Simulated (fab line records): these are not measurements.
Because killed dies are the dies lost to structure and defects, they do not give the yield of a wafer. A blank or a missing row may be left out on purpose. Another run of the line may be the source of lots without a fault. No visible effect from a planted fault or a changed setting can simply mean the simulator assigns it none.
Which tool did it? | flow rit cmos | 42 wafers from 14 lots sampled at 4 of the route's 202 steps

## WHAT THE GAUGES SHOWED, per wafer
RIT_ACTIVE_CD_MEAS_11: the cd target is 1400 nm. Usual: 1400.5 nm for cd nm, sd 1.9.
lot  | measured    | on        | cd nm (nm)           | flag
L123 | day 1 14:36 | cd sem-01 | 1400.9 1400.7 1402.5 |
L125 | day 2 00:28 | cd sem-01 | 1400.2 1401.7 1402.4 |
L126 | day 2 05:47 | cd sem-01 | 1399.1 1398.3 1399.0 |
L127 | day 2 14:29 | cd sem-02 | 1398.4 1399.0 1398.2 |
L129 | day 2 21:42 | cd sem-02 | 1400.9 1403.2 1401.0 |
L136 | day 4 07:32 | cd sem-01 | 1401.6 1400.8 1403.0 |
L137 | day 4 12:49 | cd sem-02 | 1401.3 1400.7 1401.4 |
L140 | day 5 03:35 | cd sem-01 | 1400.4 1401.5 1399.3 |
L141 | day 5 08:34 | cd sem-01 | 1401.8 1400.6 1401.6 |
L142 | day 5 13:34 | cd sem-01 | 1403.4 1402.3 1401.0 |
L143 | day 5 18:28 | cd sem-01 | 1399.1 1399.2 1399.8 |
L144 | day 5 23:38 | cd sem-02 | 1399.0 1397.1 1399.3 |
L145 | day 6 04:34 | cd sem-01 | 1402.5 1405.5 1403.8 |
L146 | day 6 09:26 | cd sem-02 | 1400.0 1397.8 1400.1 |

RIT_PSD_OVL_MEAS_06. Usual: PSD_OVL 0.3 nm, standard deviation 1.6.
lot  | measured    | on         | PSD_OVL (nm)   | flag
L123 | day 3 06:10 | overlay-02 | -1.5 -1.6 -1.3 |
L125 | day 3 16:00 | overlay-02 | 0.9 -1.3 1.4   |
L126 | day 3 22:34 | overlay-01 | 2.5 2.5 2.2    |
L127 | day 4 05:43 | overlay-01 | 0.2 1.9 0.8    |
L129 | day 4 08:47 | overlay-01 | 2.1 1.8 0.3    |
L136 | day 5 17:04 | overlay-01 | 3.1 4.1 0.9    |
L137 | day 5 23:59 | overlay-02 | -1.2 -0.2 -0.4 |
L140 | day 6 12:30 | overlay-01 | -1.3 -0.7 -0.6 |
L141 | day 6 19:17 | overlay-02 | -0.2 0.0 1.2   |
L142 | day 6 23:58 | overlay-02 | 1.7 3.6 0.9    |
L143 | day 7 05:25 | overlay-01 | 2.1 0.0 0.4    |
L144 | day 7 11:43 | overlay-01 | 2.5 3.5 2.6    |
L145 | day 7 16:19 | overlay-01 | -1.0 1.7 0.9   |
L146 | day 7 19:56 | overlay-02 | -2.8 -0.9 -0.7 |

RIT_M1_RS_MEAS_01: uses a four-point probe to measure. Usual: M1_AL_RS 0.0731 ohm/sq, standard deviation 0.00069.
lot  | measured    | on            | M1_AL_RS (ohm/sq)    | flag
L123 | day 3 10:49 | film metro-02 | 0.0721 0.0731 0.0732 |
L125 | day 3 21:19 | film metro-02 | 0.0738 0.0735 0.0746 |
L126 | day 4 03:28 | film metro-04 | 0.0728 0.0731 0.0727 |
L127 | day 4 10:33 | film metro-02 | 0.0732 0.0736 0.0736 |
L129 | day 4 13:53 | film metro-04 | 0.0727 0.0736 0.0729 |
L136 | day 5 21:49 | film metro-01 | 0.0732 0.0731 0.0724 |
L137 | day 6 04:32 | film metro-02 | 0.0717 0.0728 0.0724 |
L140 | day 6 17:01 | film metro-01 | 0.0737 0.0725 0.0731 |
L141 | day 7 00:00 | film metro-02 | 0.0737 0.0733 0.0734 |
L142 | day 7 04:43 | film metro-01 | 0.0714 0.0724 0.0726 |
L143 | day 7 10:28 | film metro-01 | 0.0721 0.0719 0.0730 |
L144 | day 7 16:26 | film metro-01 | 0.0739 0.0738 0.0742 |
L145 | day 7 20:55 | film metro-01 | 0.0723 0.0731 0.0727 |
L146 | day 8 00:37 | film metro-04 | 0.0725 0.0727 0.0735 |

## TOOL THAT RAN EACH LOT (tool first, then ch and the chambers of the sampled wafers, then the start)
lot  | RIT_FOX2_CLEAN_02
L123 | wet bench-03 ch 3, day 1 18:40
L125 | wet bench-03 ch 3, day 2 07:37
L126 | wet bench-01 ch 0, day 2 14:46
L127 | wet bench-03 ch 0, day 2 21:09
L129 | wet bench-01 ch 3, day 3 02:48
L136 | wet bench-01 ch 2, day 4 11:45
L137 | wet bench-01 ch 3, day 4 18:02
L140 | wet bench-01 ch 2, day 5 07:34
L141 | wet bench-03 ch 1, day 5 12:33
L142 | wet bench-02 ch 0, day 5 18:48
L143 | wet bench-03 ch 2, day 5 22:26
L144 | wet bench-03 ch 0, day 6 04:30
L145 | wet bench-03 ch 2, day 6 08:29
L146 | wet bench-02 ch 2, day 6 13:26
- RIT_FOX2_CLEAN_02: cleans in dHF, time 176.3 s.

## AS READ BY THE TOOLS THEMSELVES (means over the sampled wafers that have a number; for cases with no such wafer, the mark the record gives instead)
RIT_FOX2_CLEAN_02. Usual: 207.5 s for run length s, sd 1.7.
lot  | tool         | run length s (s) | flag
L123 | wet bench-03 | 204.8            |
L125 | wet bench-03 | 204.2            |
L126 | wet bench-01 | 208.3            |
L127 | wet bench-03 | 208.2            |
L129 | wet bench-01 | 208.8            |
L136 | wet bench-01 | -                | OFF
L137 | wet bench-01 | -                | OFF
L140 | wet bench-01 | 207.6            |
L141 | wet bench-03 | 205.9            |
L142 | wet bench-02 | 210.6            |
L143 | wet bench-03 | 210.0            |
L144 | wet bench-03 | 206.9            |
L145 | wet bench-03 | 206.7            |
L146 | wet bench-02 | 208.3            |

## THE ANSWER, worked out from the rows above alone
Rule: a lot is off if the mean of its wafers that have a number lies more than 3 standard deviations from the usual mean. Also off: a lot with no number at a reading for which 4 or more lots have one. All remaining lots with rows at the step are treated as sound. The gauges are gone through in route order, then the tools' own readings, and for those a lot's mean is taken as printed above. At the first step where some lot is off, the reading lying furthest off is the one used; lots without a number count as furthest.
Off at RIT_FOX2_CLEAN_02 (run length s): L136, L137. Without a number there: L136, L137.
If a tool, at that step or one of the process steps before it, ran each lot that is off and ran no sound lot following the first of them, it fits. Not one of the candidates tried fits.

## WHAT THE SIMULATOR HAD PUT IN
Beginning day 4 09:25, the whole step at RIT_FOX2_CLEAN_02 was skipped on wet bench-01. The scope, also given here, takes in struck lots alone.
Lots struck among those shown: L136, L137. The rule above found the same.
